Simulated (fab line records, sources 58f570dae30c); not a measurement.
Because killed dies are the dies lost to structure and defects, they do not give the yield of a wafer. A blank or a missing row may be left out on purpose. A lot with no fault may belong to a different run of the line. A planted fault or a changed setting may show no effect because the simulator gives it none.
Struck lot and sound lot, side by side | flow berkeley_cmos170 | 14 steps out of a route of 331
Sound: the wafers L553.1, L553.4, L553.5. The struck wafers were L551.1, L551.4, L551.6. The cause comes at the end.
At each step with rows: each side's tool, then ch and its chambers, then its first start. Under that, the readings that differ: sound wafers | struck wafers | difference of the means | sigmas: that difference in standard deviations of wafers without a fault.
alike: readings with means less than 2 such deviations apart, plus words and numbers identical on both sides. not compared: withheld readings, readings lacking a value on some wafer, bounds such as >300 that could conceal the same value, and numbers that have no deviation in the record and whose values overlap.
Wherever a step has rows on one side only, a row that says differs or no value, or a row with sigmas, the two part there. Numbers that have no deviation but don't overlap get no sigmas and don't part them. Lack of a reading on every wafer of one side parts them only where that side has two or more wafers.

UCB170_PLDD_STRIP_10: strips in O2.
  sound on plasma_asher-01 ch 0,1, day 11 05:40; struck on plasma_asher-01 ch 0,1, day 10 08:58
  alike: drypump_motor_current_A, oes_product_au, strip_time_to_endpoint_s
  not compared: rf_hours_counter_h
UCB170_PLDD_TW_MEAS_11:
  struck on film_metro-04, day 10 09:04; sound on film_metro-04, day 11 05:46
  alike: PLDD_TW
then, 7 steps without rows for these wafers: UCB170_PLDD_CLEAN_12 (cleans in SPM, time 600 s); UCB170_NLDD_HMDS_00 (prime time 60 s); UCB170_NLDD_COAT_01 (resist thk 900 nm); UCB170_NLDD_SOFTBAKE_02 (time 60 s); UCB170_NLDD_EXPOSE_03 (exposes mask NSELECT, target cd 1200 nm); UCB170_NLDD_PEB_04; UCB170_NLDD_DEVELOP_05 (develop time 45 s).
UCB170_NLDD_CD_MEAS_06: the cd target is 1200 nm.
  struck on cd_sem-01, day 10 10:21; sound on cd_sem-01, day 11 07:23
  alike: cd_nm
UCB170_NLDD_OVL_MEAS_07:
  struck on overlay-01, day 10 10:28; sound on overlay-01, day 11 07:31
  alike: NLDD_OVL
after that, 1 step had no rows for these wafers: UCB170_NLDD_IMPLANT_08.
UCB170_NLDD_IMPLANT_09:
  sound on implanter-01 ch 0, day 11 07:41; struck on implanter-03 ch 0, day 10 10:40
  reading                   | sound                | struck               | difference | sigmas
  beam_energy_keV           | 30.013 30.005 29.994 | 30.964 30.964 30.950 | +0.955     | +96
  model.implant.rp_nm (nm)  | 21.14 21.14 21.14    | 22.32 22.32 22.32    | +1.18      |
  model.implant.drp_nm (nm) | 9.611 9.611 9.611    | 9.835 9.835 9.835    | +0.224     |
UCB170_NLDD_STRIP_10: strips in O2.
  sound on plasma_asher-01 ch 0,1, day 11 07:50; struck on plasma_asher-01 ch 0,1, day 10 10:49
  alike: drypump_motor_current_A, oes_product_au, strip_time_to_endpoint_s
  not compared: rf_hours_counter_h

== WHERE THEY PART ==
UCB170_NLDD_IMPLANT_09 only, going by this record. Later steps at which nothing parts them and some readings are alike: UCB170_NLDD_STRIP_10.

WHY: whatever the simulator had introduced
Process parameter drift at UCB170_NLDD_IMPLANT_09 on implanter-03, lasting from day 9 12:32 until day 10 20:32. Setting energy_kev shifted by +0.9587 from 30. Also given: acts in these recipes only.
